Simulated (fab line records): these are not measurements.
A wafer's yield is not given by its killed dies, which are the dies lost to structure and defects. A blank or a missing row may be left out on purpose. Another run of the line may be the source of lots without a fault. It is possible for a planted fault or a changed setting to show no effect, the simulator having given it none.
Code-filled problem report in 8D (eight disciplines) form | flow rit_cmos | the parts of the form that need people (team, actions taken, sign-off) are left out

## 1. PROBLEM STATEMENT
Across 6 wafers from 2 lots, NRETRO_TW at RIT_NRETRO_TW_MEAS_10 averages 1183, while fault-free wafers read 1052 with a standard deviation of 14. Relative to the usual mean, that is a shift of +9.3 standard deviations.
Seen first at day 3 09:52 on film_metro-03, wafer L961.1. Wafers with a number at this step in the record: 42, from 14 lots. Rule for "out" (also "out of limits"): further than 4 standard deviations from the usual mean. All remaining wafers that have a number are taken as sound.

## 2. WHAT IT IS, WHAT IT ISN'T
question                    | is                           | is not
which readings at this step | NRETRO_TW                    | -
which lots                  | L961, L962                   | L957, L958, L959, L960, L963, L972, L973, L974, L975, L977, L978, L979
which wafers of those lots  | all that have a number       | -
read on which gauges        | film_metro-02, film_metro-03 | film_metro-01
when                        | from day 3 09:52             | up to then (12 sound wafers); but 24 sound wafers of L963, L972, L973, L974, L975, L977, L978, L979 came after

## 3. SUSPECTS, AND WHAT RULES EACH OUT
Counting: a tool at any process step up to the reading remains a suspect when it ran all the lots that are out and ran no sound lot after the first of those.
- the gauge at RIT_NRETRO_TW_MEAS_10: ruled out. Those wafers that are out were read across 2 gauges (film_metro-02, film_metro-03).
- implanter-03 at RIT_NRETRO_IMPLANT_08: ruled out as a lasting fault. Sound lots L979 ran on it after its first lot that is out, L961 (day 3 09:32).
Left after counting: nothing in the record.

## 4. THE CAUSE (what the simulator had put in)
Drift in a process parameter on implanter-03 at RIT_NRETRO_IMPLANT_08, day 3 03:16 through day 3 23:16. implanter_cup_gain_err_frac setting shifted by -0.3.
Counting ruled it out, wrongly: the rule takes a fault to strike every lot that its tool runs from its start on, and this one did not.

## 5. THE EFFECT CHAIN, in route order
Rows list readings where the struck wafers' mean (over those with a number) sits beyond 3 standard deviations from the usual. Readings are gone through only where the record gives a usual standard deviation; hours: the median, over the lots, of the time from a lot's start at the first step in this table giving one to that lot's start at this step; sigmas: the change measured in usual standard deviations.
hours | step                  | reading            | usual   | on struck wafers | change | sigmas
0     | RIT_NRETRO_IMPLANT_08 | beam_on_s          | 10.02 s | 14.25            | +4.23  | +22
0     | RIT_NRETRO_IMPLANT_08 | faraday_current_uA | 31.7    | 22.2             | -9.5   | -16
0     | RIT_NRETRO_TW_MEAS_10 | NRETRO_TW          | 1052    | 1183             | +131   | +9.3
It contains these process steps:
- RIT_NRETRO_IMPLANT_08

## 6. HOW IT WOULD HAVE BEEN CAUGHT EARLIER
7 hours passed between the start of the fault at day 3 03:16 and the first reading out of limits at a measuring or inspecting step in this record, taken at day 3 09:52.
At RIT_NRETRO_IMPLANT_08, the tool's own readings (beam_on_s, faraday_current_uA) were out on each struck wafer the step has a row for, so an alarm limit on them would have fired on the first such wafer.
